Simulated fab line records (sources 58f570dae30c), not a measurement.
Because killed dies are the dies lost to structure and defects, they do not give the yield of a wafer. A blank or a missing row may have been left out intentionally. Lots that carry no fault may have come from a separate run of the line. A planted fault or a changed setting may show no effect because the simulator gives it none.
8D (eight disciplines) problem report, filled in by code    flow berkeley cmos170    the parts of the form that need people (team, actions taken, sign-off) are left out

1. WHAT WENT WRONG
Mean of oes product au at UCB170_PVT_STRIP_08: 0.861 a.u. across 6 wafers in 2 lots; on wafers with no fault it is 0.735 a.u. (standard deviation 0.0044). That puts it +29 standard deviations away from the usual mean.
The step: strips in O2.
Earliest sighting: wafer L922.2 on plasma asher-02 at day 6 19:32. The record has a number at this step for 39 wafers belonging to 13 lots. Rule for "out" (also "out of limits"): further than 4 standard deviations from the usual mean. Any other wafer with a number is counted as sound.

2. WHAT THIS IS AND IS NOT
question                     is                      is not
which readings at this step  oes product au          drypump motor current A, strip time to endpoint s
which lots                   L922, L924              L916, L917, L918, L921, L930, L931, L932, L934, L936, L938, L939
which wafers of those lots   all that have a number  -
read on which tools          plasma asher-02         plasma asher-01, plasma asher-03
when                         from day 6 19:32        up to then (12 sound wafers); but 21 sound wafers of L930, L931, L932, L934, L936, L938, L939 came after

3. SUSPECTS, AND WHAT RULES EACH OUT
Counting: a tool at any process step up to the reading remains a suspect when it ran all the lots that are out and ran no sound lot after the first of those.
- plasma asher-02 at UCB170_PVT_STRIP_08 (strips in O2): kept. All lots that are out passed through it, beginning with L922 at day 6 19:32, and no sound lot followed; its final sound lot before that point was L918 at day 6 03:01. Its own oes product au readings are out on those wafers.
The count leaves plasma asher-02 at UCB170_PVT_STRIP_08.

4. THE CAUSE (what the simulator had put in)
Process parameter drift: plasma asher-02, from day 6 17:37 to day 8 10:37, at UCB170_PVT_STRIP_08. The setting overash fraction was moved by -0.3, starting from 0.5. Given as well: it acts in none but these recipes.
Counting left only this tool.

5. THE CHAIN OF EFFECTS, in route order
Each row: a reading where the mean over the struck wafers with a number is more than 3 standard deviations away from the usual. Only readings whose record carries a usual standard deviation are examined. hours: median over the lots of the time between each lot's start at the first step of this table that gives one and its start at this step. sigmas: the change, counted in usual standard deviations.
hours  step                 reading         usual       on struck wafers  change  sigmas
0      UCB170_PVT_STRIP_08  oes product au  0.735 a.u.  0.861             +0.126  +29
Here are the process steps it includes:
- UCB170_PVT_STRIP_08: strips in O2.

6. WHAT WOULD HAVE CAUGHT IT SOONER
The fault began at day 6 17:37; the first out-of-limits reading in this record came at day 6 19:32, 2 hours later.
